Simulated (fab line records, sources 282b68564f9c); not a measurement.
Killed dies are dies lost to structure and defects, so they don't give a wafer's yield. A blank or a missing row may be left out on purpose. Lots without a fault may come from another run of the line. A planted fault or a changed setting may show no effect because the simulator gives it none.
A struck lot beside a sound one | flow rit_cmos | 43 steps out of a route of 202
Sound: wafers L198.1, L198.3, L198.6. Struck: wafers L210.2, L210.4. (L210.1 of the same lot was not struck and is left out.) The cause comes at the end.
At each step with rows: each side's tool, then ch and its chambers, then its first start. Under that, the readings that differ: sound wafers | struck wafers | difference of the means | sigmas: that difference in standard deviations of wafers without a fault.
alike: readings whose means differ by less than 2 such deviations, and words and numbers that are the same on both sides. not compared: withheld readings, readings that some wafer has no value for, bounds like >300 that may hide the same value, and numbers for which the record gives no deviation and whose values overlap.
The two part at a step that has a row with sigmas, a row that says differs or no value, or rows on one side only. Numbers that don't overlap but have no deviation are shown without sigmas and don't part them. A reading that every wafer of one side lacks parts them only if that side has two wafers or more.

first, 1 step without rows for these wafers: RIT_SPACER_CVD_03 (deposits Si3N4 from SiH2Cl2/NH3, target thk 250 nm, time 3300 s).
RIT_SPACER_THK_MEAS_04:
  sound on film_metro-02, day 3 10:04; struck on film_metro-03, day 5 22:36
  alike: SPACER_NITRIDE_THK
RIT_SPACER_ETCHBACK_05: etches Si3N4 in SF6/CHF3, stops on SiO2, target depth 250 nm, time 240 s.
  sound on rie_diel-01 ch 0,1,2, day 3 10:08; struck on rie_diel-02 ch 0,1, day 5 22:40
  alike: drypump_motor_current_A, oes_product_au, throttle_valve_pct
  not compared: rf_hours_counter_h
then, 6 steps without rows for these wafers: RIT_NSD_HMDS_00 (prime time 60 s); RIT_NSD_COAT_01 (resist thk 1000 nm); RIT_NSD_SOFTBAKE_02 (time 60 s); RIT_NSD_EXPOSE_03 (exposes mask M9, target cd 40700 nm); RIT_NSD_PEB_04; RIT_NSD_DEVELOP_05 (develop time 50 s).
RIT_NSD_OVL_MEAS_06:
  sound on overlay-02, day 3 11:08; struck on overlay-01, day 5 23:40
  alike: NSD_OVL
then, 2 steps without rows for these wafers: RIT_NSD_HARDBAKE_07 (time 60 s); RIT_NSD_IMPLANT_08.
RIT_NSD_STRIP_09: strips in O2, time 180 s.
  sound on plasma_asher-03 ch 0,1, day 3 11:28; struck on plasma_asher-02 ch 0, day 6 00:01
  alike: drypump_motor_current_A
  not compared: rf_hours_counter_h
RIT_NSD_TW_MEAS_10:
  sound on film_metro-03, day 3 11:38; struck on film_metro-02, day 6 00:11
  alike: NSD_TW
then, 6 steps without rows for these wafers: RIT_PSD_HMDS_00 (prime time 60 s); RIT_PSD_COAT_01 (resist thk 1000 nm); RIT_PSD_SOFTBAKE_02 (time 60 s); RIT_PSD_EXPOSE_03 (exposes mask M10, target cd 40900 nm); RIT_PSD_PEB_04; RIT_PSD_DEVELOP_05 (develop time 50 s).
RIT_PSD_OVL_MEAS_06:
  sound on overlay-01, day 3 12:40; struck on overlay-02, day 6 01:10
  alike: PSD_OVL
then, 2 steps without rows for these wafers: RIT_PSD_HARDBAKE_07 (time 60 s); RIT_PSD_IMPLANT_08.
RIT_PSD_STRIP_09: strips in O2, time 180 s.
  sound on plasma_asher-04 ch 0,1, day 3 13:02; struck on plasma_asher-01 ch 0, day 6 01:30
  alike: drypump_motor_current_A
  not compared: rf_hours_counter_h
RIT_PSD_TW_MEAS_10:
  sound on film_metro-03, day 3 13:13; struck on film_metro-04, day 6 01:41
  alike: PSD_TW
then, 3 steps without rows for these wafers: RIT_SDANNEAL_CLEAN_00 (cleans in SC1, time 600 s); RIT_SDANNEAL_CLEAN_01 (cleans in dHF, time 30 s); RIT_SDANNEAL_CLEAN_02 (cleans in SC2, time 600 s).
RIT_SDANNEAL_RTA_03: time 5 s.
  sound on rtp_anneal-02 ch 0, day 3 13:40; struck on rtp_anneal-02 ch 0, day 6 02:07
  alike: wafer_temp_C_max
RIT_SDANNEAL_RS_MEAS_04: measures by four-point-probe.
  sound on film_metro-02, day 3 13:43; struck on film_metro-04, day 6 02:11
  alike: PSD_RS
RIT_SDANNEAL_RS_MEAS_05: measures by four-point-probe.
  sound on film_metro-02, day 3 13:50; struck on film_metro-04, day 6 02:18
  reading         | sound             | struck      | difference | sigmas
  NSD_RS (ohm/sq) | 84.85 84.86 85.23 | 84.23 84.43 | -0.65      | -2
RIT_SDANNEAL_RS_MEAS_06: measures by four-point-probe.
  sound on film_metro-02, day 3 13:58; struck on film_metro-04, day 6 02:25
  alike: PLDD_RS
RIT_SDANNEAL_RS_MEAS_07: measures by four-point-probe.
  sound on film_metro-02, day 3 14:05; struck on film_metro-04, day 6 02:32
  alike: NLDD_RS
then, 2 steps without rows for these wafers: RIT_SILICIDE_WET_ETCH_00 (etches SiO2 in BOE, target depth 14 nm, time 15 s); RIT_SILICIDE_SPUTTER_01 (material Ti, target thk 30 nm, time 240 s).
RIT_SILICIDE_RS_MEAS_02: measures by four-point-probe.
  sound on film_metro-04, day 3 14:22; struck on film_metro-01, day 6 02:49
  alike: SILICIDE_TI_RS
RIT_SILICIDE_THK_MEAS_03: measures by xrf.
  sound on film_metro-04, day 3 14:29; struck on film_metro-01, day 6 02:56
  reading              | sound             | struck      | difference | sigmas
  SILICIDE_TI_THK (nm) | 30.35 29.98 30.26 | 29.42 29.79 | -0.59      | -2
then, 2 steps without rows for these wafers: RIT_SILICIDE_RTA_04 (time 10 s, ramp up 5 s, ramp down 5 s); RIT_SILICIDE_WET_ETCH_05 (etches Ti in SPM, time 120 s).
RIT_SILICIDE_RTA_06: time 10 s, ramp up 5 s, ramp down 10 s.
  sound on rtp_anneal-02 ch 0, day 3 14:40; struck on rtp_anneal-02 ch 0, day 6 03:07
  alike: wafer_temp_C_max
RIT_CONTACT_CVD_00: deposits SiO2 from TEOS, target thk 400 nm, time 62.96 s.
  sound on pecvd-03 ch 1,2, day 3 14:43; struck on pecvd-03 ch 0,1, day 6 03:11
  alike: heater_power_w
RIT_CONTACT_THK_MEAS_01:
  sound on film_metro-02, day 3 14:46; struck on film_metro-04, day 6 03:14
  alike: CONTACT_TEOS_THK
RIT_M1_PROBE_99:
  sound on prober-02, day 3 22:28; struck on prober-01, day 6 10:25
  reading             | sound  | struck | difference | sigmas
  killed_at_front_end | 10 9 9 | 31 25  | +19        | +6
  killed_dies         | 10 9 9 | 31 25  | +19        | +6
  alike: killed_at_contacts, killed_open, killed_short

WHERE THEY PART
First at RIT_SDANNEAL_RS_MEAS_05; last, within this record, at RIT_M1_PROBE_99.

WHY: what the simulator had put in
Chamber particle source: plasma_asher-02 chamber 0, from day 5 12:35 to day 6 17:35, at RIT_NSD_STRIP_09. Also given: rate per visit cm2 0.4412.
